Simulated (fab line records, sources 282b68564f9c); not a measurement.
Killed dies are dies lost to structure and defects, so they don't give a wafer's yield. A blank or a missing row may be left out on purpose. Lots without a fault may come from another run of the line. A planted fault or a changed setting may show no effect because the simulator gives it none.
fab line records | flow rit_cmos
record lots=10 wafers=30 last_day=7
route steps=202 shown ACTIVE@4
lots that met no fault: from a run of the same line without faults
start_h: hours from the record's first day to the start of the lot's first wafer shown | wait_h: hours since the lot's step before | " the same as in the row above | L1.1+2: a row that stands for several wafers | - no value, or no start given | * or withheld: withheld | < > ~ a bound
route shown NAME@n: a module of which the file shows steps, and the number in the route of the first | usual: mean/standard deviation of fault-free wafers | same: alike in all rows | chamber/n: place in a boat | sites: the reading at each site | _std_site: their standard deviation | _edge_site: outer sites' mean less inner sites' | radius_mm: how far each site lies from the wafer's centre | mask NAME#n: copy n | behind: the tool/chamber that last shaped the wafer | hold: why the lot was held/for how many hours/how that ended | device: the transistor (n, p or np) that didn't switch | end of line: the same wafers' tests at the end of the route | a step without rows: its recipe alone | killed: dies lost to structure and defects at the first sort, not the wafer's yield | map: a wafer's dies, x killed, . not, _ none there
set.NAME: the setting as run; set.NAME@STEP: as run at that earlier step | model.NAME: the simulator's own value behind a step, which no gauge read
steps of the route over a sample of lots; a table a step, a row a wafer
services: from which hour (start_h, from the record's first day; less than 0 if before it) a tool's chamber was out of use, for how many hours, and why
## steps
# step RIT_ACTIVE_CVD_03
# recipe material=Si3N4 target_thk_nm=150 temp_c=810 precursor=SiH2Cl2/NH3 time_s=1500 pressure_mtorr=300 sih2cl2_flow_sccm=60 nh3_flow_sccm=150
# usual sih2cl2_flow_sccm=60.06/0.18
# columns lot.wafer tool chamber start_h wait_h sih2cl2_flow_sccm
L424.4 lpcvd-02 0 12.11 0.0 60.34
L424.5 " 0 " " 60.28
L424.6 " 0 " " 60.25
L425.2 lpcvd-01 1 17.16 0.0 60.36
L425.3 " 1 " " 60.46
L425.4 " 1 " " 59.97
L431.1 lpcvd-02 1 47.11 0.1 60.02
L431.2 " 1 " " 60.10
L431.4 " 1 " " 60.15
L435.1 lpcvd-01 1 67.11 0.1 59.88
L435.5 " 1 " " 59.64
L435.6 " 1 " " 59.97
L437.1 lpcvd-01 1 77.11 0.1 60.26
L437.2 " 1 " " 60.12
L437.3 " 1 " " 60.23
L439.1 lpcvd-01 1 87.11 0.1 59.98
L439.3 " 1 " " 60.06
L439.4 " 1 " " 60.03
L441.2 lpcvd-01 0 97.11 0.0 60.01
L441.3 " 0 " " 60.19
L441.5 " 0 " " 60.04
L443.3 lpcvd-01 1 107.11 0.0 60.26
L443.4 " 1 " " 60.13
L443.5 " 1 " " 60.16
L445.2 lpcvd-01 0 118.10 0.1 60.02
L445.4 " 0 " " 59.98
L445.5 " 0 " " 60.19
L447.3 lpcvd-01 0 127.11 0.0 60.09
L447.4 " 0 " " 60.20
L447.6 " 0 " " 59.85
# step RIT_ACTIVE_THK_MEAS_04
# recipe reads=Si3N4_of_ACTIVE_CVD_03
# usual ACTIVE_NITRIDE_THK=150.2/1.4
# columns lot.wafer tool chamber start_h wait_h ACTIVE_NITRIDE_THK[nm]
L424.4 film_metro-01 - 14.27 0.0 149.7
L424.5 " - " " 150.5
L424.6 " - " " 149.8
L425.2 film_metro-01 - 18.59 0.0 148.2
L425.3 " - " " 148.3
L425.4 " - " " 147.5
L431.1 film_metro-02 - 49.24 0.0 276.4
L431.2 " - " " 275.1
L431.4 " - " " 276.0
L435.1 film_metro-01 - 68.53 0.0 149.7
L435.5 " - " " 150.2
L435.6 " - " " 149.2
L437.1 film_metro-03 - 79.24 0.0 150.5
L437.2 " - " " 149.3
L437.3 " - " " 150.3
L439.1 film_metro-02 - 88.53 0.0 149.9
L439.3 " - " " 150.3
L439.4 " - " " 150.9
L441.2 film_metro-02 - 99.25 0.0 149.5
L441.3 " - " " 149.1
L441.5 " - " " 150.0
L443.3 film_metro-01 - 108.55 0.0 148.5
L443.4 " - " " 148.4
L443.5 " - " " 148.7
L445.2 film_metro-02 - 119.53 0.0 150.6
L445.4 " - " " 151.1
L445.5 " - " " 150.6
L447.3 film_metro-03 - 128.55 0.0 149.7
L447.4 " - " " 149.3
L447.6 " - " " 149.1
# step RIT_ACTIVE_ETCH_13
# recipe stop_on=SiO2 chemistry=SF6 target=Si3N4 time_s=210 over_etch_frac=0.4 SF6_flow_sccm=200 pressure_mtorr=260 rf_w=125 target_depth_a=2100
# usual drypump_motor_current_A=5.7/0.44 oes_product_au=0.819/0.013 throttle_valve_pct=7.53/0.084
# columns lot.wafer tool chamber start_h wait_h drypump_motor_current_A oes_product_au rf_hours_counter_h throttle_valve_pct
L424.4 rie_diel-01 0 15.77 0.1 4.8 0.816 25 7.68
L424.5 " 1 " " 5.9 0.811 - 7.55
L424.6 " 2 " " 5.2 0.837 - 7.45
L425.2 rie_diel-01 3 19.95 0.1 5.0 0.799 49 7.58
L425.3 " 0 " " 4.8 0.805 25 7.68
L425.4 " 2 " " 5.2 0.831 32 7.44
L431.1 rie_diel-01 1 50.56 0.1 5.9 0.995 65 7.56
L431.2 " 0 " " 4.8 1.027 26 7.69
L431.4 " 3 " " 5.0 0.973 49 7.58
L435.1 rie_diel-01 3 69.71 0.1 5.0 0.806 49 7.56
L435.5 " 0 " " 4.8 0.809 - 7.68
L435.6 " 3 " " 5.0 0.806 - 7.57
L437.1 rie_diel-04 2 80.54 0.1 5.4 0.820 5 7.54
L437.2 " 0 " " 6.1 0.801 29 7.37
L437.3 " 1 " " 6.0 0.825 129 7.52
L439.1 rie_diel-02 2 89.83 0.1 5.4 0.832 67 7.54
L439.3 " 1 " " 5.7 0.811 111 7.60
L439.4 " 3 " " 6.2 0.816 131 7.45
L441.2 rie_diel-01 0 100.54 0.1 4.8 0.813 27 7.68
L441.3 " 3 " " 5.0 0.805 50 7.56
L441.5 " 3 " " 5.0 0.811 - 7.56
L443.3 rie_diel-04 3 109.83 0.1 6.1 0.821 31 7.63
L443.4 " 1 " " 6.0 0.822 130 7.52
L443.5 " 1 " " 6.1 0.822 - 7.52
L445.2 rie_diel-01 0 120.70 0.1 4.8 0.827 27 7.68
L445.4 " 3 " " 5.0 0.810 50 7.55
L445.5 " 2 " " 5.2 0.835 - 7.45
L447.3 rie_diel-04 3 129.73 0.1 6.1 0.821 32 7.63
L447.4 " 0 " " 6.0 0.804 30 7.38
L447.6 " 0 " " 6.0 0.797 - 7.38
## services
# columns tool chamber start_h hours kind
lpcvd-02 - -9.08 0.9 repair
rie_diel-04 1 -7.23 1.4 repair
rie_diel-02 0 7.52 - clean
rie_diel-02 0 7.52 16.1 scheduled_down
rie_diel-02 0 7.52 16.1 vent_cycle
rie_diel-01 3 32.95 7.7 repair
lpcvd-02 - 58.29 1.1 repair
rie_diel-01 - 76.42 1.5 repair
rie_diel-02 0 104.64 8.5 repair
lpcvd-02 - 114.24 4.3 pm
rie_diel-01 - 124.38 4.3 pm
## key
first_sign step=RIT_ACTIVE_THK_MEAS_04 reading=ACTIVE_NITRIDE_THK direction=up sigmas=87 usual=150.2 struck=275.8
effect step=RIT_ACTIVE_ETCH_13 reading=oes_product_au direction=up sigmas=14 usual=0.819 struck=0.998
met_at RIT_ACTIVE_CVD_03
struck_lots L431
struck_wafers L431.1,L431.2,L431.4
later_rows_left_out L431.1,L431.2,L431.4
sort_left_out L431.1,L431.2,L431.4
tester_left_out L431
fault kind=process_parameter_drift tool=lpcvd-02 chamber=1 onset_h=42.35 steps=RIT_ACTIVE_CVD_03 channel=target_thk_nm offset=126.96 shape=step end_h=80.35 acts_in=these_recipes_only stated=150
# tester_left_out: of these lots the tester's yield and bins aren't shown, on N5 and GAA mostly nor the transistor test; their killed dies are dies lost to structure and defects alone, not to doping, threshold or leakage, so they don't give the yield
# sort_left_out: the simulated sort isn't trusted on such a fault, so these wafers' sort isn't shown, and their yield isn't known
# later_rows_left_out: the simulator's readings of these wafers behind a module that went badly wrong aren't trusted and aren't shown, but for the sort
